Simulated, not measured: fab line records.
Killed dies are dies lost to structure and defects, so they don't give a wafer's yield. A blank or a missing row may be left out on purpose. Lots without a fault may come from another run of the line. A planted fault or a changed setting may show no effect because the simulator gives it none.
Which tool did it? ; flow rit cmos ; 15 lots, 45 wafers sampled, at 4 steps of a route of 202

== WHAT EACH GAUGE READ, for each wafer ==
RIT_ACTIVE_CD_MEAS_90 targets a cd of 1400 nm. Usual: cd nm at 1400.9 nm, with a standard deviation of 1.8.
lot;measured;on;cd nm (nm);flag
L703;day 1 15:24;cd sem-02;1402.6 1401.3 1404.6;
L704;day 1 20:12;cd sem-01;1397.9 1401.4 1402.0;
L705;day 2 01:01;cd sem-01;1401.2 1400.2 1400.8;
L707;day 2 11:25;cd sem-01;1398.7 1400.6 1401.8;
L708;day 2 16:02;cd sem-02;1402.2 1402.3 1401.2;
L709;day 2 21:10;cd sem-02;1401.5 1399.7 1399.5;
L712;day 3 12:51;cd sem-02;1400.1 1400.0 1401.0;
L713;day 3 17:02;cd sem-02;1399.0 1398.1 1400.0;
L714;day 3 22:05;cd sem-02;1400.5 1402.1 1398.7;
L715;day 4 03:02;cd sem-02;1403.5 1401.6 1401.9;
L716;day 4 08:11;cd sem-01;1404.4 1400.9 1400.5;
L718;day 4 18:10;cd sem-02;1401.3 1399.4 1397.1;
L720;day 5 04:57;cd sem-01;1403.1 1400.4 1402.7;
L721;day 5 09:04;cd sem-02;1401.2 1400.2 1397.9;
L722;day 5 15:41;cd sem-01;1400.2 1403.2 1398.9;

RIT_SDANNEAL_RS_MEAS_07: uses a four-point probe to measure. Usual: NLDD_RS gives 151.5 ohm/sq (standard deviation 0.55).
lot;measured;on;NLDD_RS (ohm/sq);flag
L703;day 3 02:01;film metro-04;151.4 151.2 151.2;
L704;day 3 06:00;film metro-04;151.3 151.5 152.0;
L705;day 3 12:52;film metro-02;150.6 151.5 151.1;
L707;day 3 22:24;film metro-04;149.5 151.3 150.5;
L708;day 4 02:08;film metro-02;151.4 151.4 151.3;
L709;day 4 07:01;film metro-02;151.8 151.9 151.2;
L712;day 4 22:46;film metro-04;150.6 150.5 151.3;
L713;day 5 04:21;film metro-03;150.9 151.6 151.0;
L714;day 5 09:15;film metro-04;152.0 151.4 151.5;
L715;day 5 18:49;film metro-03;151.9 151.9 151.7;
L716;day 5 20:49;film metro-02;151.4 151.3 150.8;
L718;day 6 07:30;film metro-02;151.2 151.6 151.1;
L720;day 6 15:59;film metro-04;150.8 151.1 151.0;
L721;day 6 21:19;film metro-03;152.4 152.3 152.1;
L722;day 7 02:34;film metro-02;151.7 151.5 151.7;

RIT_M1_OVL_MEAS_10. Usual: M1_OVL gives -0.5 nm (standard deviation 1.5).
lot;measured;on;M1_OVL (nm);flag
L703;day 3 06:22;overlay-02;-1.9 0.6 -0.4;
L704;day 3 10:25;overlay-02;1.1 2.4 0.6;
L705;day 3 17:34;overlay-01;-1.1 -1.0 -1.3;
L707;day 4 03:13;overlay-02;-1.1 0.0 -0.9;
L708;day 4 06:36;overlay-01;0.4 -0.8 -1.3;
L709;day 4 11:29;overlay-02;1.3 2.3 2.2;
L712;day 5 03:34;overlay-02;-3.8 -0.6 -2.1;
L713;day 5 08:41;overlay-02;-2.0 -0.2 -2.6;
L714;day 5 13:44;overlay-01;-0.1 -0.7 -0.5;
L715;day 5 23:36;overlay-01;-1.8 -1.0 -1.5;
L716;day 6 01:38;overlay-01;1.7 1.8 -0.4;
L718;day 6 11:59;overlay-02;-1.4 -0.6 -1.7;
L720;day 6 20:29;overlay-01;-1.5 -0.4 0.5;
L721;day 7 01:47;overlay-02;0.2 -1.0 0.5;
L722;day 7 07:07;overlay-01;1.7 2.3 0.8;

== EACH LOT AND THE TOOL THAT RAN IT (in order: tool; ch and the chambers of the sampled wafers; start) ==
lot;RIT_M1_SOFTBAKE_05
L703;litho track-01 ch 0, day 3 05:41
L704;litho track-04 ch 0, day 3 09:46
L705;litho track-04 ch 0, day 3 16:37
L707;litho track-04 ch 0, day 4 02:31
L708;litho track-01 ch 0, day 4 05:48
L709;litho track-04 ch 0, day 4 10:41
L712;litho track-04 ch 0, day 5 02:45
L713;litho track-02 ch 0, day 5 07:59
L714;litho track-01 ch 0, day 5 13:06
L715;litho track-01 ch 0, day 5 22:53
L716;litho track-04 ch 0, day 6 00:52
L718;litho track-04 ch 0, day 6 11:17
L720;litho track-04 ch 0, day 6 19:39
L721;litho track-01 ch 0, day 7 00:59
L722;litho track-04 ch 0, day 7 06:20
- RIT_M1_SOFTBAKE_05: time 60 s.

== AS READ BY THE TOOLS THEMSELVES (means over the sampled wafers that have a number; for cases with no such wafer, the mark the record gives instead) ==
RIT_M1_SOFTBAKE_05. Usual: heater power total W 34.57 W, standard deviation 0.051; plate temp C 90.00 C, standard deviation 0.13.
lot;tool;heater power total W (W);plate temp C (C);flag
L703;litho track-01;34.58;89.86;
L704;litho track-04;34.53;90.00;
L705;litho track-04;34.60;90.07;
L707;litho track-04;34.53;89.89;
L708;litho track-01;34.58;90.07;
L709;litho track-04;34.54;89.96;
L712;litho track-04;34.52;89.92;
L713;litho track-02;34.58;89.90;
L714;litho track-01;34.55;89.84;
L715;litho track-01;34.62;89.86;
L716;litho track-04;34.55;89.94;
L718;litho track-04;35.57;92.02;OFF
L720;litho track-04;35.64;92.08;OFF
L721;litho track-01;34.60;90.03;
L722;litho track-04;35.60;91.89;OFF

== THE ANSWER, worked out from the rows above alone ==
Rule: lot off if the mean of its wafers having a number is beyond 3 standard deviations from the usual mean. Also off: a lot with no number at a reading for which 4 or more lots have one. Where the step has rows for the other lots, those lots are counted as sound. First the gauges in route order, then the tools' own readings, where a lot's mean is used as printed above. At the first step where some lot is off, the reading lying furthest off is the one used; lots without a number count as furthest.
Off: L718, L720, L722 (RIT_M1_SOFTBAKE_05, heater power total W).
If a tool, at that step or one of the process steps before it, ran each lot that is off and ran no sound lot following the first of them, it fits. One candidate fits, namely litho track-04 at RIT_M1_SOFTBAKE_05. A fault onset in the window from L716 (day 6 00:52, its last sound lot) to L718 (day 6 11:17, its first lot off) fits.
The tool's own readings at RIT_M1_SOFTBAKE_05 bear it out: on the lots that are off they differ by more than 5 times the standard deviation of the sound lots' means. heater power total W reads 35.60 W there against 34.56 W on the sound lots; plate temp C reads 92.00 C there against 89.94 C on the sound lots.

== WHAT WAS PUT IN BY THE SIMULATOR ==
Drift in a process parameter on litho track-04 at RIT_M1_SOFTBAKE_05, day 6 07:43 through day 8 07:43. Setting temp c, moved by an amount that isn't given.
Struck lots among those shown: L718, L720, L722. The rule given above showed the same thing.
